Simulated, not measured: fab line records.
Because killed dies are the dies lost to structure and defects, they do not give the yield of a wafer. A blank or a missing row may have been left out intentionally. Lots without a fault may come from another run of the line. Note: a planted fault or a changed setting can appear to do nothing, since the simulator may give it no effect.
Comparing a struck lot with a sound one	flow rit-cmos	17 out of 202 route steps
Sound: these wafers, L786.1, L786.3, L786.5. The struck wafers were L798.2, L798.4, L798.6. The cause is given at the end.
Per side, at each step with rows, come the tool, then ch with its chambers, and then its first start. Under that, the readings that differ: sound wafers	struck wafers	difference of the means	sigmas: that difference in standard deviations of wafers without a fault.
alike: same words and numbers on both sides, and readings whose means sit less than 2 such deviations apart. not compared: any withheld reading, any reading some wafer has no value for, any bound like >300 that may hide the same value, and any number with overlapping values for which the record gives no deviation.
The two part at a step that has a row with sigmas, a row that says differs or no value, or rows on one side only. Numbers that have no deviation but don't overlap get no sigmas and don't part them. Lack of a reading on every wafer of one side parts them only where that side has two or more wafers.

first, 1 step without rows for these wafers: RIT_PRETRO_DEVELOP_05 (develop time 68 s).
RIT_PRETRO_OVL_MEAS_06:
  struck on overlay-02, day 5 01:07; sound on overlay-01, day 2 19:59
  alike: PRETRO_OVL
then, 2 steps without rows for these wafers: RIT_PRETRO_HARDBAKE_07 (time 120 s); RIT_PRETRO_IMPLANT_08.
RIT_PRETRO_STRIP_09: strips in O2, time 180 s.
  sound on plasma-asher-01 ch 0,1, day 2 20:26; struck on plasma-asher-04 ch 0,1, day 5 01:33
  alike: drypump-motor-current-A
  not compared: rf-hours-counter-h
RIT_PRETRO_TW_MEAS_10:
  struck on film-metro-04, day 5 01:44; sound on film-metro-04, day 2 20:37
  alike: PRETRO_TW
then, 5 steps without rows for these wafers: RIT_GATE_WET_ETCH_00 (etches SiO2 in BOE, target depth 56 nm, time 60 s); RIT_GATE_CLEAN_01 (cleans in SC1, time 600 s); RIT_GATE_CLEAN_02 (cleans in dHF, time 30 s); RIT_GATE_CLEAN_03 (cleans in SC2, time 600 s); RIT_GATE_CLEAN_04 (cleans in dHF, time 60 s).
RIT_FOX2_THK_MEAS_91:
  struck on film-metro-04, day 5 02:16; sound on film-metro-02, day 2 21:07
  alike: FIELD_OXIDE_LEFT_2_THK
RIT_GATE_OXIDATION_05: target thk 3 nm, ox time 270 s.
  sound on furnace-04 ch 0, day 3 02:12; struck on furnace-04 ch 0, day 5 02:19
reading	sound	struck	difference	sigmas
ox-time-s (s)	270 270 270	237.6 237.6 237.6	-32.4	
model.SiO2_of_GATE_OXIDATION_05.thk-nm (nm)	2.97 2.936 2.934	2.631 2.608 2.653	-0.316	
  alike: zone-power-load-pct
then, 1 step without rows for these wafers: RIT_GATE_ANNEAL_06 (time 600 s).
RIT_GATE_THK_MEAS_07:
  struck on film-metro-04, day 5 03:58; sound on film-metro-02, day 3 06:59
reading	sound	struck	difference	sigmas
GATE_OXIDE_THK (nm)	2.98 2.89 2.91	2.63 2.60 2.65	-0.30	-5
then, 1 step without rows for these wafers: RIT_GATE_CVD_08 (deposits poly-Si from SiH4, target thk 250 nm, time 2220 s).
RIT_M1_PROBE_99:
  struck on prober-02, day 6 03:43; sound on prober-01, day 4 08:44
reading	sound	struck	difference	sigmas
model.etest.pmos_0p3.r-on-ohm-um	6114 6041 6045	5685 5630 5640	-415	
model.etest.nmos_0p3.r-on-ohm-um	2118 2092 2090	2012 1969 1975	-115	
model.etest.nmos_0p15.drive-ua-um	486.5 497.1 502.6	535.6 534.1 530.7	+38.1	
model.etest.nmos-narrow.drive-ua-um	232.4 234.8 238.2	267.5 273.4 263	+32.8	
model.etest.nmos_0p3.drive-ua-um	231.1 234.8 237.4	268 267.4 263.7	+32	
model.etest.pmos_0p15.drive-ua-um	269.5 279 281.9	292.9 292.4 287.5	+14.1	
model.etest.pmos_0p3.drive-ua-um	104.7 106.7 107.6	119.4 120.8 119	+13.4	
model.etest.pmos-narrow.drive-ua-um	105.8 107.7 109.7	121.4 122.8 119.6	+13.5	
  alike: killed-at-contacts, killed-at-front-end, killed-dies, killed-open, killed-short

== WHERE THEY PART ==
Only at RIT_GATE_THK_MEAS_07, as far as this record shows. Later steps at which nothing parts them and some readings are alike: RIT_M1_PROBE_99.

WHY: whatever the simulator had introduced
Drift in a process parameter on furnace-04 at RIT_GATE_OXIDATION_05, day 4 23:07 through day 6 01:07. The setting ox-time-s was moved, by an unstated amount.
